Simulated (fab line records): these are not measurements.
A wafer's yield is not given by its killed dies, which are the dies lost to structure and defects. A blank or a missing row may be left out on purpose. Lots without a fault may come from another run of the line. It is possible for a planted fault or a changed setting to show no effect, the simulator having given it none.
Which tool did it? + flow berkeley cmos170 + Sampling: 15 lots, 41 wafers, 3 of 331 route steps

## WHAT EACH GAUGE READ, for each wafer
UCB170_FIELD_THK_MEAS_91.
| lot  | measured     | on            | FIELD_OXIDE_LEFT_2_THK (nm) |
|------|--------------|---------------|-----------------------------|
| L427 | day 5 18:04  | film metro-03 | 364 354 360                 |
| L428 | day 5 18:19  | film metro-04 | 369 365 367                 |
| L426 | day 5 18:21  | film metro-03 | 366 358 343                 |
| L430 | day 6 13:46  | film metro-01 | 360 358 359                 |
| L431 | day 6 15:08  | film metro-04 | 358 359 357                 |
| L433 | day 6 20:05  | film metro-04 | 368 363 356                 |
| L432 | day 6 20:24  | film metro-03 | 361 350 352                 |
| L436 | day 7 20:16  | film metro-04 | 348 350 360                 |
| L438 | day 7 20:22  | film metro-03 | 366 351 359                 |
| L441 | day 8 18:02  | film metro-04 | 333 347 346                 |
| L442 | day 9 02:59  | film metro-01 | 354 362 350                 |
| L443 | day 9 02:59  | film metro-03 | 362 348 351                 |
| L446 | day 9 23:31  | film metro-04 | 370                         |
| L447 | day 9 23:39  | film metro-03 | 353                         |
| L448 | day 10 00:14 | film metro-01 | 357 359 353                 |

UCB170_SDANNEAL_RS_MEAS_03: the measuring method here is four-point-probe.
| lot  | measured     | on            | NSD_RS (ohm/sq)   |
|------|--------------|---------------|-------------------|
| L427 | day 6 21:07  | film metro-03 | 37.18 37.17 37.23 |
| L428 | day 6 20:55  | film metro-02 | 37.37 37.33 37.29 |
| L426 | day 6 20:41  | film metro-01 | 37.45 37.34 37.37 |
| L430 | day 7 14:47  | film metro-03 | 37.40 37.34 37.38 |
| L431 | day 7 14:18  | film metro-02 | 37.14 37.08 37.14 |
| L433 | day 7 21:46  | film metro-01 | 37.35 37.45 37.37 |
| L432 | day 7 22:12  | film metro-02 | 37.15 37.21 37.26 |
| L436 | day 8 18:27  | film metro-01 | 37.13 37.15 37.15 |
| L438 | day 8 18:05  | film metro-02 | 37.27 37.31 37.15 |
| L441 | day 9 20:54  | film metro-01 | 37.33 37.26 37.25 |
| L442 | day 10 04:32 | film metro-01 | 37.31 37.36 37.34 |
| L443 | day 10 04:42 | film metro-02 | 37.09 37.14 37.10 |
| L446 | day 11 02:17 | film metro-02 | 37.20             |
| L447 | day 11 02:26 | film metro-01 | 37.20             |
| L448 | day 11 02:04 | film metro-03 | 37.20 37.21 37.30 |

UCB170_CONTACT_CD_MEAS_15: target cd 700 nm.
| lot  | measured     | on        | cd nm (nm)        |
|------|--------------|-----------|-------------------|
| L427 | day 7 02:21  | cd sem-01 | 697.3 697.2 694.4 |
| L428 | day 7 02:03  | cd sem-01 | 698.2 699.6 698.5 |
| L426 | day 7 01:50  | cd sem-02 | 701.6 700.5 700.1 |
| L430 | day 7 20:37  | cd sem-01 | 698.6 698.9 699.8 |
| L431 | day 7 20:02  | cd sem-02 | 699.4 698.4 699.3 |
| L433 | day 8 03:14  | cd sem-02 | 699.8 699.3 700.2 |
| L432 | day 8 03:00  | cd sem-01 | 698.9 699.5 697.8 |
| L436 | day 9 00:31  | cd sem-01 | 700.0 700.1 700.4 |
| L438 | day 8 23:24  | cd sem-01 | 699.4 697.2 699.1 |
| L441 | day 10 02:30 | cd sem-01 | 699.9 697.2 699.4 |
| L442 | day 10 09:02 | cd sem-01 | 702.0 702.3 702.0 |
| L443 | day 10 09:32 | cd sem-02 | 702.1 702.4 701.4 |
| L446 | day 11 07:34 | cd sem-02 | 702.5             |
| L447 | day 11 07:53 | cd sem-01 | 700.1             |
| L448 | day 11 08:05 | cd sem-01 | 698.8 699.9 697.5 |

## WHAT TOOL EACH LOT RAN ON (gives the tool, then ch and the chambers of the sampled wafers, and finally the start)
No process step before these readings appears in the record.

## AS READ BY THE TOOLS THEMSELVES (means over the sampled wafers that have a number; for cases with no such wafer, the mark the record gives instead)
The record holds no such reading with a usual standard deviation.

## THE ANSWER, worked out from the rows above alone
Rule: the usual values come from the lots themselves. Put in order of their means at a reading, lots are off if they are a third of the lots or fewer, leave a main group of 4 or more, and stand apart from it by a gap of 3 or more times the standard deviation of the main group's means; of several such gaps the widest counts. Not used: any main group whose means are identical at the precision the tables above print for the reading. Also off: a lot with no number at a reading for which 4 or more lots have one. Any other lot the step has rows for is counted as sound. Order of review: gauges by route order, followed by the tools' own readings, for which a lot's mean as printed above is used. The first step at which some lot is off is used, and at that step the reading that is off furthest; a lot without a number counts as furthest.
Across all readings shown, no lot is off: no conclusion can be drawn from this.

## WHAT WAS PUT IN BY THE SIMULATOR
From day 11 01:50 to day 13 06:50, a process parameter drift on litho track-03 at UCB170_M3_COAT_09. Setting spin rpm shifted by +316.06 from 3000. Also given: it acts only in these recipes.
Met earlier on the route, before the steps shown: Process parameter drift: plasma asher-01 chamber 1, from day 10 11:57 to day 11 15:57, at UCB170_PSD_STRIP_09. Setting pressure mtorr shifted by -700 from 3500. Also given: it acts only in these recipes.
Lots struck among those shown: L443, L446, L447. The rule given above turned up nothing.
